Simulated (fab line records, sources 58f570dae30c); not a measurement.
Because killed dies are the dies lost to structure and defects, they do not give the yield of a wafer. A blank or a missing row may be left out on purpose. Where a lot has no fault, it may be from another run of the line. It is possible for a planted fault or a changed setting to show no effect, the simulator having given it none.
A struck lot beside a sound one | flow berkeleyCmos170 | 16 steps out of a route of 331
Sound: wafers L178.1, L178.2, L178.4. The struck wafers were L188.1, L188.4, L188.6. At the end, the cause is stated.
Per side, at each step with rows, come the tool, then ch with its chambers, and then its first start. Under that, the readings that differ: sound wafers | struck wafers | difference of the means | sigmas: that difference in standard deviations of wafers without a fault.
alike: readings with means less than 2 such deviations apart, plus words and numbers identical on both sides. not compared: withheld readings, readings lacking a value on some wafer, bounds such as >300 that could conceal the same value, and numbers that have no deviation in the record and whose values overlap.
The two part at a step that has a row with sigmas, a row that says differs or no value, or rows on one side only. Numbers that have no deviation but don't overlap get no sigmas and don't part them. Lack of a reading on every wafer of one side parts them only where that side has two or more wafers.

UCB170_PWELL_THK_MEAS_03:
  sound: filmMetro-04 at day 3 15:34; struck: filmMetro-04 at day 5 17:37
  alike: PWELL_OXIDE_THK
then, 2 steps without rows for these wafers: UCB170_PWELL_ANNEAL_04 (time 900 s); UCB170_PWELL_CVD_05 (deposits Si3N4 from SiH2Cl2/NH3, target thk 220 nm, time 3300 s).
UCB170_PWELL_THK_MEAS_06:
  sound: filmMetro-01 at day 3 23:13; struck: filmMetro-01 at day 6 01:42
  alike: PWELL_NITRIDE_THK
then, 6 steps without rows for these wafers: UCB170_PWELL_HMDS_07 (prime time 60 s); UCB170_PWELL_COAT_08 (resist thk 900 nm); UCB170_PWELL_SOFTBAKE_09 (time 60 s); UCB170_PWELL_EXPOSE_10 (exposes mask PWELL, target cd 3000 nm); UCB170_PWELL_PEB_11; UCB170_PWELL_DEVELOP_12 (develop time 45 s).
UCB170_PWELL_OVL_MEAS_13:
  sound: overlay-01 at day 4 00:43; struck: overlay-02 at day 6 03:46
reading        | sound   | struck     | difference | sigmas
PWELL_OVL (nm) | -2 -1 7 | -6 -10 -14 | -11        | -2
UCB170_PWELL_ETCH_14: etches Si3N4 in CH3F/Ar/O2, stops on SiO2, target depth 242 nm, time 151 s.
  sound on rieDiel-01 ch 1,2, day 4 00:45; struck on rieDiel-03 ch 0,2,3, day 6 03:48
  alike: CH3F_flow_sccm, drypumpMotorCurrentA, mfcArSccm, oesProductAu, throttleValvePct
  not compared: rfHoursCounterH
UCB170_PWELL_IMPLANT_15:
  sound on implanter-04 ch 0, day 4 00:51; struck on implanter-03 ch 0, day 6 03:58
reading          | sound                         | struck                        | difference | sigmas
doseIonsCm2      | 5.001e+12 5.004e+12 5.003e+12 | 7.325e+12 7.322e+12 7.326e+12 | +2.322e+12 | +99 or more
faradayCurrentUA | 16.0 16.4 15.9                | 24.1 23.3 23.8                | +7.6       | +25
UCB170_PWELL_STRIP_16: strips in O2.
  sound on plasmaAsher-04 ch 0,1, day 4 01:00; struck on plasmaAsher-04 ch 0,1, day 6 04:07
  alike: drypumpMotorCurrentA, oesProductAu, stripTimeToEndpointS
  not compared: rfHoursCounterH
UCB170_PWELL_TW_MEAS_17:
  sound: filmMetro-03 at day 4 01:06; struck: filmMetro-03 at day 6 04:26
reading  | sound             | struck            | difference | sigmas
PWELL_TW | 379.6 380.2 381.9 | 423.4 423.3 423.2 | +42.7      | +27
  not compared: hold
next, for these wafers, 1 step has no rows: UCB170_M3_PROBE_99.

== WHERE THEY PART ==
First at UCB170_PWELL_OVL_MEAS_13; last, within this record, at UCB170_PWELL_TW_MEAS_17.

WHY: the cause the simulator had injected
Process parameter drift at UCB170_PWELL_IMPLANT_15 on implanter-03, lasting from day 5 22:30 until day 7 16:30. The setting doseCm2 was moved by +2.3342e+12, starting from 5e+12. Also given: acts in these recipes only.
